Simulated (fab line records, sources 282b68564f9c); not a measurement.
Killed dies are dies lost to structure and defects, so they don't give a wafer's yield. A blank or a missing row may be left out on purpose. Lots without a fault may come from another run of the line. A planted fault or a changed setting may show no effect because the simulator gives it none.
Which tool did it? | flow rit_cmos | 14 lots, 42 wafers sampled, at 2 steps of a route of 202

WHAT THE GAUGES READ, wafer by wafer
RIT_WELLDRIVE_RS_MEAS_02: measures by four-point-probe.
lot  | measured    | on            | PWELL_RS (ohm/sq)
L639 | day 2 09:49 | film_metro-01 | 429.0 429.8 429.1
L640 | day 2 14:44 | film_metro-01 | 429.4 429.4 429.2
L641 | day 2 21:28 | film_metro-02 | 430.3 430.1 432.3
L642 | day 3 00:59 | film_metro-04 | 431.0 430.1 431.0
L643 | day 3 05:50 | film_metro-02 | 431.5 431.5 431.7
L644 | day 3 18:04 | film_metro-04 | 429.0 429.6 430.4
L645 | day 3 19:23 | film_metro-04 | 429.4 430.8 429.8
L646 | day 3 23:43 | film_metro-01 | 431.2 429.7 430.8
L647 | day 4 03:00 | film_metro-04 | 427.2 426.7 427.7
L652 | day 5 03:05 | film_metro-01 | 431.5 431.2 428.9
L654 | day 5 11:49 | film_metro-04 | - - -
L655 | day 5 17:54 | film_metro-04 | - - -
L656 | day 6 00:16 | film_metro-04 | 428.9 429.4 428.2
L657 | day 6 04:11 | film_metro-02 | 432.5 432.5 431.5

WHICH TOOL RAN EACH LOT (tool, then ch and the chambers of the sampled wafers, then the start)
lot  | RIT_PWELL_IMPLANT_08
L639 | implanter-03 ch 0, day 2 04:14
L640 | implanter-02 ch 0, day 2 09:09
L641 | implanter-01 ch 0, day 2 15:53
L642 | implanter-01 ch 0, day 2 19:05
L643 | implanter-03 ch 0, day 3 00:16
L644 | implanter-02 ch 0, day 3 11:56
L645 | implanter-02 ch 0, day 3 13:04
L646 | implanter-02 ch 0, day 3 16:35
L647 | implanter-03 ch 0, day 3 21:26
L652 | implanter-01 ch 0, day 4 21:30
L654 | implanter-02 ch 0, day 5 06:14
L655 | implanter-02 ch 0, day 5 12:19
L656 | implanter-03 ch 0, day 5 18:41
L657 | implanter-03 ch 0, day 5 21:38
- RIT_PWELL_IMPLANT_08

WHAT THE TOOLS THEMSELVES READ (means of the sampled wafers that have a number; where no wafer has one, the mark that the record gives instead)
RIT_PWELL_IMPLANT_08.
lot  | tool         | tilt_deg (degrees)
L639 | implanter-03 | 7.008
L640 | implanter-02 | 6.972
L641 | implanter-01 | 7.011
L642 | implanter-01 | 7.000
L643 | implanter-03 | 6.996
L644 | implanter-02 | 6.984
L645 | implanter-02 | 6.991
L646 | implanter-02 | 7.018
L647 | implanter-03 | 6.996
L652 | implanter-01 | 7.029
L654 | implanter-02 | 7.924
L655 | implanter-02 | 7.927
L656 | implanter-03 | 6.997
L657 | implanter-03 | 7.003

THE ANSWER, worked out from the rows above alone
Rule: what is usual is taken from the lots themselves. Put in order of their means at a reading, lots are off if they are a third of the lots or fewer, leave a main group of 4 or more, and stand apart from it by a gap of 3 or more times the standard deviation of the main group's means; of several such gaps the widest counts. A main group whose means are all the same, to the digits that the tables above print for the reading, isn't used. A lot without any number at a reading at which 4 lots or more have one is off too. The other lots that the step has rows for count as sound. The gauges are gone through in route order, then the tools' own readings, and for those a lot's mean is taken as printed above. The first step at which some lot is off is used, and at that step the reading that is off furthest; a lot without a number counts as furthest.
Off: L654, L655, at RIT_WELLDRIVE_RS_MEAS_02 (PWELL_RS). Without a number there: L654, L655. The main group: mean 430.1 ohm/sq, standard deviation 1.3.
A tool fits if, at a process step before that reading, it ran every lot that is off, and no sound lot after the first of them. The gauges at RIT_WELLDRIVE_RS_MEAS_02 aren't tried: what is off there is off at RIT_PWELL_IMPLANT_08 too, on other tools, and a gauge's error can't cause that. One fits: implanter-02 at RIT_PWELL_IMPLANT_08. Its last sound lot is L646 (day 3 16:35), its first lot that is off L654 (day 5 06:14): a fault that began between those two fits.
The tool's own readings at RIT_PWELL_IMPLANT_08 bear it out: on the lots that are off they differ by more than 5 times the standard deviation of the sound lots' means. tilt_deg reads 7.925 degrees there against 7.000 degrees on the sound lots.

WHAT THE SIMULATOR HAD PUT IN
Process parameter drift: implanter-02, from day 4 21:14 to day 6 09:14, at RIT_PWELL_IMPLANT_08. Setting tilt_deg, moved by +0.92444, from 7. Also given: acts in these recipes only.
Lots struck among those shown: L654, L655. The rule above found the same.
